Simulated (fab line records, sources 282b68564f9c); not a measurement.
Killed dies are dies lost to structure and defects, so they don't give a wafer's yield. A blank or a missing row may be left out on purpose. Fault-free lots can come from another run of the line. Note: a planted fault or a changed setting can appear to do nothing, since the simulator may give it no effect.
Split-lot trial || flow rit_cmos || route with 202 steps; 5 lots, 23 wafers read

## THE SPLIT ITSELF
At RIT_M1_EXPOSE_06 (exposes mask M12, target cd 2600 nm), the setting dose_mj was moved away from the recipe's 250 on 7 of the 23 wafers read, by -7.0% to +5.4%. All remaining wafers had this setting at the recipe value.

## FROM THE SPLIT TO THE READING: what the file shows between them, 6 steps
- RIT_M1_PEB_07
- RIT_M1_DEVELOP_08: develop time 68 s
- RIT_M1_CD_MEAS_09: target cd 2600 nm
- RIT_M1_METAL_ETCH_12: etches Al in Cl2/BCl3, stops on SiO2, time 165 s, target depth 600 nm (also split here: time_s)
- RIT_M1_STRIP_13: strips in nmp, time 600 s
- RIT_M1_STRIP_14: strips in O2, time 180 s

## THE READING
Shown in nm: cd_nm at RIT_M1_CD_MEAS_90, with target cd 2600 nm. A value of 2599.3 nm with a standard deviation of 1.8 nm is what fault-free wafers of this fab line usually give.

{"wafer": "L075.2", "tool, chamber at the split": "iline_stepper-01, 0", "dose_mj as run": 263.5, "against the recipe": "+5.4%", "cd_nm, nm": 2581.3, "against lot-mates on the recipe": -17.5}
{"wafer": "L075.3", "tool, chamber at the split": "iline_stepper-01, 0", "dose_mj as run": 263.5, "against the recipe": "+5.4%", "cd_nm, nm": 2582.2, "against lot-mates on the recipe": -16.7}
{"wafer": "L075.4", "tool, chamber at the split": "iline_stepper-01, 0", "dose_mj as run": 250, "against the recipe": "recipe", "cd_nm, nm": 2597.0, "against lot-mates on the recipe": "-"}
{"wafer": "L075.5", "tool, chamber at the split": "iline_stepper-01, 0", "dose_mj as run": 250, "against the recipe": "recipe", "cd_nm, nm": 2600.7, "against lot-mates on the recipe": "-"}
{"wafer": "L075.6", "tool, chamber at the split": "iline_stepper-01, 0", "dose_mj as run": 263.5, "against the recipe": "+5.4%", "cd_nm, nm": 2584.2, "against lot-mates on the recipe": -14.7}
{"wafer": "L076.1", "tool, chamber at the split": "iline_stepper-01, 0", "dose_mj as run": 250, "against the recipe": "recipe", "cd_nm, nm": 2598.1, "against lot-mates on the recipe": "-"}
{"wafer": "L076.2", "tool, chamber at the split": "iline_stepper-01, 0", "dose_mj as run": 250, "against the recipe": "recipe", "cd_nm, nm": 2596.0, "against lot-mates on the recipe": "-"}
{"wafer": "L076.4", "tool, chamber at the split": "iline_stepper-01, 0", "dose_mj as run": 232.4, "against the recipe": "-7.0%", "cd_nm, nm": 2619.0, "against lot-mates on the recipe": "+21.2"}
{"wafer": "L076.5", "tool, chamber at the split": "iline_stepper-01, 0", "dose_mj as run": 232.4, "against the recipe": "-7.0%", "cd_nm, nm": 2618.2, "against lot-mates on the recipe": "+20.4"}
{"wafer": "L076.6", "tool, chamber at the split": "iline_stepper-01, 0", "dose_mj as run": 250, "against the recipe": "recipe", "cd_nm, nm": 2599.2, "against lot-mates on the recipe": "-"}
{"wafer": "L081.3", "tool, chamber at the split": "iline_stepper-01, 0", "dose_mj as run": 250, "against the recipe": "recipe", "cd_nm, nm": 2599.4, "against lot-mates on the recipe": "-"}
{"wafer": "L081.4", "tool, chamber at the split": "iline_stepper-01, 0", "dose_mj as run": 250, "against the recipe": "recipe", "cd_nm, nm": 2600.0, "against lot-mates on the recipe": "-"}
{"wafer": "L081.6", "tool, chamber at the split": "iline_stepper-01, 0", "dose_mj as run": 250, "against the recipe": "recipe", "cd_nm, nm": 2598.2, "against lot-mates on the recipe": "-"}
{"wafer": "L082.1", "tool, chamber at the split": "iline_stepper-01, 0", "dose_mj as run": 250, "against the recipe": "recipe", "cd_nm, nm": 2602.5, "against lot-mates on the recipe": "-"}
{"wafer": "L082.3", "tool, chamber at the split": "iline_stepper-01, 0", "dose_mj as run": 250, "against the recipe": "recipe", "cd_nm, nm": 2602.2, "against lot-mates on the recipe": "-"}
{"wafer": "L082.4", "tool, chamber at the split": "iline_stepper-01, 0", "dose_mj as run": 250, "against the recipe": "recipe", "cd_nm, nm": 2599.6, "against lot-mates on the recipe": "-"}
{"wafer": "L082.5", "tool, chamber at the split": "iline_stepper-01, 0", "dose_mj as run": 250, "against the recipe": "recipe", "cd_nm, nm": 2601.0, "against lot-mates on the recipe": "-"}
{"wafer": "L082.6", "tool, chamber at the split": "iline_stepper-01, 0", "dose_mj as run": 250, "against the recipe": "recipe", "cd_nm, nm": 2598.0, "against lot-mates on the recipe": "-"}
{"wafer": "L085.2", "tool, chamber at the split": "iline_stepper-02, 0", "dose_mj as run": 240, "against the recipe": "-4.0%", "cd_nm, nm": 2606.5, "against lot-mates on the recipe": "+8.3"}
{"wafer": "L085.3", "tool, chamber at the split": "iline_stepper-02, 0", "dose_mj as run": 240, "against the recipe": "-4.0%", "cd_nm, nm": 2609.8, "against lot-mates on the recipe": "+11.6"}
{"wafer": "L085.4", "tool, chamber at the split": "iline_stepper-02, 0", "dose_mj as run": 250, "against the recipe": "recipe", "cd_nm, nm": 2596.0, "against lot-mates on the recipe": "-"}
{"wafer": "L085.5", "tool, chamber at the split": "iline_stepper-02, 0", "dose_mj as run": 250, "against the recipe": "recipe", "cd_nm, nm": 2601.0, "against lot-mates on the recipe": "-"}
{"wafer": "L085.6", "tool, chamber at the split": "iline_stepper-02, 0", "dose_mj as run": 250, "against the recipe": "recipe", "cd_nm, nm": 2597.6, "against lot-mates on the recipe": "-"}

FIT RESULTS
A straight line over all 23 wafers: cd_nm changes by -2.82 nm for each +1% of dose_mj; r = -0.98; the points scatter about the line by 2 nm.
The same after taking each lot's own level away (the mean of its wafers on the recipe; 23 wafers): -2.92 nm for each +1%; r = -0.98; scatter 1.6 nm.
The reading moves by 21 nm for the largest change in dose_mj, on that fit.
Across the lots, their own levels run from 2597.77 to 2600.66 nm, a range of 1.6 times the standard deviation given above.
The two slopes are in agreement: the lot-to-lot level therefore moves the slope only a little.
Check: with one of the wafers moved furthest among these (-7.0%) left out of the fit, the line predicts +20 nm for it against its lot-mates. It came out at +21.2 nm against them.

## THESE WAFERS: OTHER SPLITS
Note: prior to the reading, these wafers also went through further splits. Each is held against what the fit with the lots' levels taken away leaves over:
{"other split on the same wafers": "RIT_SPACER_CVD_03 sih2cl2_flow_sccm", "wafers away from the commonest value": 15, "r with cd_nm (lot level and that fit taken away)": -0.05}
{"other split on the same wafers": "RIT_NSD_COAT_01 resist_thk_nm", "wafers away from the commonest value": 7, "r with cd_nm (lot level and that fit taken away)": "+0.13"}
{"other split on the same wafers": "RIT_NSD_IMPLANT_08 energy_kev", "wafers away from the commonest value": 5, "r with cd_nm (lot level and that fit taken away)": "+0.02"}
{"other split on the same wafers": "RIT_SILICIDE_SPUTTER_01 power_w", "wafers away from the commonest value": 11, "r with cd_nm (lot level and that fit taken away)": "+0.06"}
{"other split on the same wafers": "RIT_CONTACT_DEVELOP_07 develop_time_s", "wafers away from the commonest value": 6, "r with cd_nm (lot level and that fit taken away)": -0.07}
{"other split on the same wafers": "RIT_M1_METAL_ETCH_12 time_s", "wafers away from the commonest value": 12, "r with cd_nm (lot level and that fit taken away)": -0.58}

## THE WHOLE CHAIN: every reading that the file lists as answering this split, in the file's order
{"step": "RIT_M1_CD_MEAS_09", "what it does": "target cd 2600 nm", "reading": "cd_nm", "change (the file's fit)": "-2.87 nm for each +1% of the setting", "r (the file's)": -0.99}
{"step": "RIT_M1_METAL_ETCH_12", "what it does": "etches Al in Cl2/BCl3, stops on SiO2, time 165 s, target depth 600 nm", "reading": "M1.cd_nm (the simulator's own value, which no gauge read)", "change (the file's fit)": "-2.93 nm for each +1% of the setting", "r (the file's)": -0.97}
{"step": "RIT_M1_CD_MEAS_90", "what it does": "target cd 2600 nm", "reading": "cd_nm", "change (the file's fit)": "-2.9 nm for each +1% of the setting", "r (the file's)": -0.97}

## FILE'S OWN FIT
cd_nm changes by -2.9 nm for each +1% of dose_mj, r = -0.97.
